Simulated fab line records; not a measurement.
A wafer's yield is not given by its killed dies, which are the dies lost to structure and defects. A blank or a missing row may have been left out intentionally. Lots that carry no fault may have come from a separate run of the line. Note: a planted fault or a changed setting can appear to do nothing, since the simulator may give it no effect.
Lot-split experiment -- flow berkeley-cmos170 -- 5 lots, 23 wafers read, on a route of 331 steps

THE SPLIT
At UCB170_PLDD_COAT_01 (resist thk 900 nm), the setting resist-thk-nm was moved away from the recipe's 900 nm on 7 of the 23 wafers read, by -5.0% to +4.0%. For the rest of the wafers, this setting stayed at what the recipe calls for.

The reading comes from the split's own step.

THE READING
KrF_of_PLDD_COAT_01.thk-nm (the simulator's own value, which no gauge read), in nm, at UCB170_PLDD_COAT_01 (resist thk 900 nm). There is no usual value for it anywhere in the file. The 16 wafers here that ran the recipe average 899.1 nm, standard deviation 3.1 nm.

wafer,"tool, chamber at the split","resist-thk-nm as run, nm",against the recipe,"KrF_of_PLDD_COAT_01.thk-nm, nm",against lot-mates on the recipe
L075.1,"litho-track-04, 0",900,recipe,901.2,-
L075.2,"litho-track-04, 0",900,recipe,896.3,-
L075.3,"litho-track-04, 0",900,recipe,897,-
L075.4,"litho-track-04, 0",900,recipe,898.9,-
L075.5,"litho-track-04, 0",900,recipe,894.9,-
L081.3,"litho-track-03, 0",900,recipe,902.5,-
L081.5,"litho-track-03, 0",900,recipe,903.9,-
L081.6,"litho-track-03, 0",900,recipe,903.9,-
L084.1,"litho-track-03, 0",883.9,-1.8%,880.6,-16.7
L084.3,"litho-track-03, 0",883.9,-1.8%,879.3,-18.0
L084.4,"litho-track-03, 0",900,recipe,898,-
L084.5,"litho-track-03, 0",900,recipe,897.5,-
L084.6,"litho-track-03, 0",900,recipe,896.3,-
L080.1,"litho-track-04, 0",900,recipe,895.4,-
L080.2,"litho-track-04, 0",900,recipe,895.6,-
L080.4,"litho-track-04, 0",935.8,+4.0%,935,+38.6
L080.5,"litho-track-04, 0",935.8,+4.0%,931.8,+35.4
L080.6,"litho-track-04, 0",900,recipe,898.3,-
L083.1,"litho-track-01, 0",855.4,-5.0%,854.1,-48.6
L083.2,"litho-track-01, 0",855.4,-5.0%,859.4,-43.4
L083.3,"litho-track-01, 0",900,recipe,903.1,-
L083.4,"litho-track-01, 0",900,recipe,902.4,-
L083.6,"litho-track-01, 0",855.4,-5.0%,858.6,-44.1

THE FIT
A straight line over all 23 wafers: KrF_of_PLDD_COAT_01.thk-nm changes by +8.59 nm for each +1% of resist-thk-nm; r = +0.99; the points scatter about the line by 3.2 nm.
The same after taking each lot's own level away (the mean of its wafers on the recipe; 23 wafers): +9.23 nm for each +1%; r = +1.00; scatter 1.6 nm.
The reading moves by 46 nm for the largest change in resist-thk-nm, on that fit.
The span of the lots' own levels, 896.43 to 903.43 nm, comes to 2.2 times the standard deviation stated above.
So the lot-to-lot level changes the slope little: the two slopes agree.
Check: -44.8 nm against its lot-mates is what the line predicts for one of the wafers moved furthest among these (-5.0%) when that wafer is left out of the fit. It came out at -48.6 nm against them.

THE FILE'S OWN FIT
KrF_of_PLDD_COAT_01.thk-nm changes by +9.25 nm for each +1% of resist-thk-nm, r = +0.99.
